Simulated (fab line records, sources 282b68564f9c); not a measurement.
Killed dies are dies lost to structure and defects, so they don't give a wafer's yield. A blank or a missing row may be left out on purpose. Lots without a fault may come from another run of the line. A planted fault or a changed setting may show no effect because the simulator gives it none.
Which tool did it? | flow rit_cmos | 14 lots, 42 wafers sampled, at 4 steps of a route of 202

WHAT THE GAUGES READ, wafer by wafer
RIT_ACTIVE_BOW_MEAS_00. Usual: INCOMING_BOW 1 um, standard deviation 6.3.
lot  | measured    | on            | INCOMING_BOW (um) | flag
L539 | day 1 20:01 | film_metro-03 | -6 6 -4           |
L540 | day 2 01:01 | film_metro-02 | 1 1 1             |
L541 | day 2 06:00 | film_metro-03 | 7 -9 1            |
L542 | day 2 11:01 | film_metro-03 | 11 10 8           |
L543 | day 2 16:00 | film_metro-02 | -4 4 -2           |
L545 | day 3 02:02 | film_metro-01 | 2 4 -1            |
L548 | day 3 17:00 | film_metro-03 | 5 -5 -5           |
L549 | day 3 22:00 | film_metro-03 | 15 7 11           |
L550 | day 4 03:02 | film_metro-03 | 2 2 8             |
L551 | day 4 08:04 | film_metro-02 | -11 3 3           |
L552 | day 4 13:00 | film_metro-03 | 4 -6 -4           |
L553 | day 4 18:01 | film_metro-03 | 3 -2 -2           |
L555 | day 5 04:01 | film_metro-03 | 7 0 0             |
L560 | day 6 05:02 | film_metro-03 | 6 -8 3            |

RIT_NSD_TW_MEAS_10. Usual: NSD_TW 3135, standard deviation 16.
lot  | measured    | on            | NSD_TW         | flag
L539 | day 3 11:58 | film_metro-02 | 3134 3128 3135 |
L540 | day 3 19:10 | film_metro-02 | 3131 3139 3130 |
L541 | day 3 23:11 | film_metro-02 | 3151 3118 3124 |
L542 | day 4 02:42 | film_metro-02 | 3147 3150 3137 |
L543 | day 4 06:01 | film_metro-01 | 3156 3158 3174 |
L545 | day 4 16:28 | film_metro-02 | 3133 3143 3138 |
L548 | day 5 07:51 | film_metro-01 | 3151 3158 3152 |
L549 | day 5 11:57 | film_metro-01 | 3147 3152 3148 |
L550 | day 5 17:04 | film_metro-03 | 3124 3116 3126 |
L551 | day 5 22:25 | film_metro-02 | 3138 3139 3147 |
L552 | day 6 01:32 | film_metro-02 | 3143 3142 3163 |
L553 | day 6 08:08 | film_metro-01 | 3116 3130 3113 |
L555 | day 6 17:58 | film_metro-02 | 3134 3138 3149 |
L560 | day 7 23:36 | film_metro-02 | 3122 3125 3106 |

WHICH TOOL RAN EACH LOT (tool, then ch and the chambers of the sampled wafers, then the start)
lot  | RIT_PLDD_STRIP_09                   | RIT_NSD_COAT_01
L539 | plasma_asher-02 ch 0,1, day 3 07:30 | litho_track-01 ch 0, day 3 10:39
L540 | plasma_asher-02 ch 0, day 3 14:46   | litho_track-01 ch 0, day 3 17:40
L541 | plasma_asher-03 ch 0,1, day 3 19:05 | litho_track-03 ch 0, day 3 21:59
L542 | plasma_asher-01 ch 0,1, day 3 22:28 | litho_track-03 ch 0, day 4 01:23
L543 | plasma_asher-01 ch 0, day 4 01:54   | litho_track-01 ch 0, day 4 04:49
L545 | plasma_asher-02 ch 0,1, day 4 12:17 | litho_track-03 ch 0, day 4 15:09
L548 | plasma_asher-03 ch 0,1, day 5 02:54 | litho_track-03 ch 0, day 5 06:31
L549 | plasma_asher-01 ch 0,1, day 5 07:52 | litho_track-03 ch 0, day 5 10:44
L550 | plasma_asher-02 ch 0,1, day 5 12:03 | litho_track-01 ch 0, day 5 15:52
L551 | plasma_asher-02 ch 0,1, day 5 18:07 | litho_track-01 ch 0, day 5 21:03
L552 | plasma_asher-01 ch 0,1, day 5 21:19 | litho_track-02 ch 0, day 6 00:12
L553 | plasma_asher-02 ch 0,1, day 6 04:01 | litho_track-01 ch 0, day 6 06:56
L555 | plasma_asher-02 ch 0,1, day 6 13:38 | litho_track-02 ch 0, day 6 16:39
L560 | plasma_asher-03 ch 0,1, day 7 19:33 | litho_track-03 ch 0, day 7 22:25
- RIT_PLDD_STRIP_09: strips in O2, time 180 s.
- RIT_NSD_COAT_01: resist thk 1000 nm.

WHAT THE TOOLS THEMSELVES READ (means of the sampled wafers that have a number; where no wafer has one, the mark that the record gives instead)
RIT_PLDD_STRIP_09. Usual: chamber_pressure_mTorr 4000 mTorr, standard deviation 3.6; drypump_motor_current_A 5.8 A, standard deviation 0.33.
lot  | tool            | chamber_pressure_mTorr (mTorr) | drypump_motor_current_A (A) | flag
L539 | plasma_asher-02 | 4001                           | 5.8                         |
L540 | plasma_asher-02 | 4000                           | 6.0                         |
L541 | plasma_asher-03 | 3997                           | 6.0                         |
L542 | plasma_asher-01 | 3999                           | 5.6                         |
L543 | plasma_asher-01 | 3999                           | 5.4                         |
L545 | plasma_asher-02 | 4001                           | 5.5                         |
L548 | plasma_asher-03 | 4005                           | 6.1                         |
L549 | plasma_asher-01 | 4003                           | 5.6                         |
L550 | plasma_asher-02 | 4001                           | 5.8                         |
L551 | plasma_asher-02 | 3998                           | 5.8                         |
L552 | plasma_asher-01 | 4001                           | 5.9                         |
L553 | plasma_asher-02 | 3999                           | 5.5                         |
L555 | plasma_asher-02 | 4002                           | 5.8                         |
L560 | plasma_asher-03 | 4002                           | 6.0                         |

RIT_NSD_COAT_01. Usual: dispense_pressure_kPa 50.6 kPa, standard deviation 1.6; spin_speed_rpm 3250.3 rpm, standard deviation 2.1.
lot  | tool           | dispense_pressure_kPa (kPa) | spin_speed_rpm (rpm) | flag
L539 | litho_track-01 | 50.7                        | 3249.6               |
L540 | litho_track-01 | 50.7                        | 3248.7               |
L541 | litho_track-03 | 49.5                        | 3248.4               |
L542 | litho_track-03 | 49.5                        | 3250.2               |
L543 | litho_track-01 | 50.7                        | 3248.8               |
L545 | litho_track-03 | 49.5                        | 3251.3               |
L548 | litho_track-03 | 49.5                        | 3253.0               |
L549 | litho_track-03 | 49.4                        | 3249.7               |
L550 | litho_track-01 | 50.7                        | 3249.9               |
L551 | litho_track-01 | 50.7                        | 3373.1               | OFF
L552 | litho_track-02 | 54.5                        | 3248.6               |
L553 | litho_track-01 | 50.7                        | 3374.9               | OFF
L555 | litho_track-02 | 54.5                        | 3249.9               |
L560 | litho_track-03 | 49.5                        | 3251.3               |

THE ANSWER, worked out from the rows above alone
Rule: a lot is off if the mean of its wafers that have a number lies more than 3 standard deviations from the usual mean. A lot without any number at a reading at which 4 lots or more have one is off too. The other lots that the step has rows for count as sound. The gauges are gone through in route order, then the tools' own readings, and for those a lot's mean is taken as printed above. The first step at which some lot is off is used, and at that step the reading that is off furthest; a lot without a number counts as furthest.
Off: L551, L553, at RIT_NSD_COAT_01 (spin_speed_rpm).
A tool fits if, at that step or a process step before it, it ran every lot that is off, and no sound lot after the first of them. One fits: litho_track-01 at RIT_NSD_COAT_01. Its last sound lot is L550 (day 5 15:52), its first lot that is off L551 (day 5 21:03): a fault that began between those two fits.
The tool's own readings at RIT_NSD_COAT_01 bear it out: on the lots that are off they differ by more than 5 times the standard deviation of the sound lots' means. spin_speed_rpm reads 3374.0 rpm there against 3249.9 rpm on the sound lots.

WHAT THE SIMULATOR HAD PUT IN
Process parameter drift: litho_track-01, from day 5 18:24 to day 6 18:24, at RIT_NSD_COAT_01. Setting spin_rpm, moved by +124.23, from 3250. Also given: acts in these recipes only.
Lots struck among those shown: L551, L553. The rule above found the same.
